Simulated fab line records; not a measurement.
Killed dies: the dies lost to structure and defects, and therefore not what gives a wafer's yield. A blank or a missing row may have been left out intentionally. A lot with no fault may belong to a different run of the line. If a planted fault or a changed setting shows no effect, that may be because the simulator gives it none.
A struck lot beside a sound one || flow rit cmos || 15 steps out of a route of 202
Sound: wafers L642.3, L642.4, L642.5. The struck wafers were L645.1, L645.3, L645.5. Last of all comes the cause.
Per side, at each step with rows, come the tool, then ch with its chambers, and then its first start. Under that, the readings that differ: sound wafers || struck wafers || difference of the means || sigmas: that difference in standard deviations of wafers without a fault.
alike: words and numbers the same on both sides, and readings whose means are apart by under 2 such deviations; not compared: readings that were withheld, readings missing a value for some wafer, numbers with overlapping values and no deviation given by the record, and bounds like >300 which may hide the same value.
A row with sigmas, a row that says differs or no value, or rows on one side alone: a step with any of these is where the two part. Numbers that don't overlap but have no deviation are shown without sigmas and don't part them. A reading that every wafer of one side lacks parts them only if that side has two wafers or more.

RIT_CONTACT_OVL_MEAS_09:
  sound on overlay-01 at day 3 13:54; struck on overlay-02 at day 4 03:54
  alike: CONTACT_OVL
then, 1 step without rows for these wafers: RIT_CONTACT_HARDBAKE_10 (time 60 s).
RIT_CONTACT_ETCH_11: etches SiO2 in CHF3/CF4/Ar, stops on TiSi2, target depth 480 nm, time 320 s.
  sound on rie diel-04 ch 0,1, day 3 14:04; struck on rie diel-02 ch 0,2, day 4 04:05
  alike: drypump motor current A, mfc ar sccm, oes product au, throttle valve pct
  not compared: rf hours counter h
RIT_CONTACT_STRIP_12: strips in O2, time 180 s.
  sound on plasma asher-04 ch 0,1, day 3 14:20; struck on plasma asher-01 ch 0,1, day 4 04:17
  alike: drypump motor current A
  not compared: rf hours counter h
RIT_CONTACT_CD_MEAS_90: target cd 1000 nm.
  sound on cd sem-02 at day 3 14:29; struck on cd sem-02 at day 4 04:28
{"reading": "cd nm (nm)", "sound": "1001.3 1002.0 1002.9", "struck": "997.6 996.4 998.2", "difference": -4.7, "sigmas": -2}
then, 2 steps without rows for these wafers: RIT_CONTACT_CLEAN_13 (cleans in SC1, time 600 s); RIT_CONTACT_CLEAN_14 (cleans in SC2, time 600 s).
RIT_M1_SPUTTER_00: material Al, target thk 400 nm, time 500 s.
  sound on pvd sputter-02 at day 3 14:55; struck on pvd sputter-04 at day 4 04:56
  alike: chamber pressure pa, throttle valve pct
RIT_M1_RS_MEAS_01: measures by four-point-probe.
  sound on film metro-03 at day 3 15:15; struck on film metro-03 at day 4 05:14
  alike: M1_AL_RS
RIT_M1_THK_MEAS_02: measures by xrf.
  sound on film metro-03 at day 3 15:21; struck on film metro-03 at day 4 05:22
  alike: M1_AL_THK
then, 2 steps without rows for these wafers: RIT_M1_HMDS_03 (prime time 60 s); RIT_M1_COAT_04 (resist thk 1300 nm).
RIT_M1_SOFTBAKE_05: time 60 s.
  sound on litho track-02 ch 0, day 3 15:44; struck on litho track-03 ch 0, day 4 05:47
{"reading": "heater power total W (W)", "sound": "34.57 34.61 34.50", "struck": "35.39 35.39 35.49", "difference": "+0.86", "sigmas": "+17"}
{"reading": "plate temp C (C)", "sound": "90.02 89.96 89.90", "struck": "91.69 91.68 91.56", "difference": "+1.68", "sigmas": "+13"}
  alike: chill plate temp C
then, 1 step without rows for these wafers: RIT_M1_EXPOSE_06 (exposes mask M12, target cd 2600 nm).
RIT_M1_PROBE_99:
  sound on prober-02 at day 3 19:20; struck on prober-01 at day 4 09:02
  alike: defect limited yield, killed at front end, killed dies, killed open, killed short, sort_bin_3_pad_short, sort_bin_5_function, sort_bin_6_memory, sort n pass, sort yield pct

## WHERE THEY PART
Earliest at RIT_CONTACT_CD_MEAS_90; latest, in this record, at RIT_M1_SOFTBAKE_05. Later steps at which nothing parts them and some readings are alike: RIT_M1_PROBE_99.

WHY: what the simulator had put in
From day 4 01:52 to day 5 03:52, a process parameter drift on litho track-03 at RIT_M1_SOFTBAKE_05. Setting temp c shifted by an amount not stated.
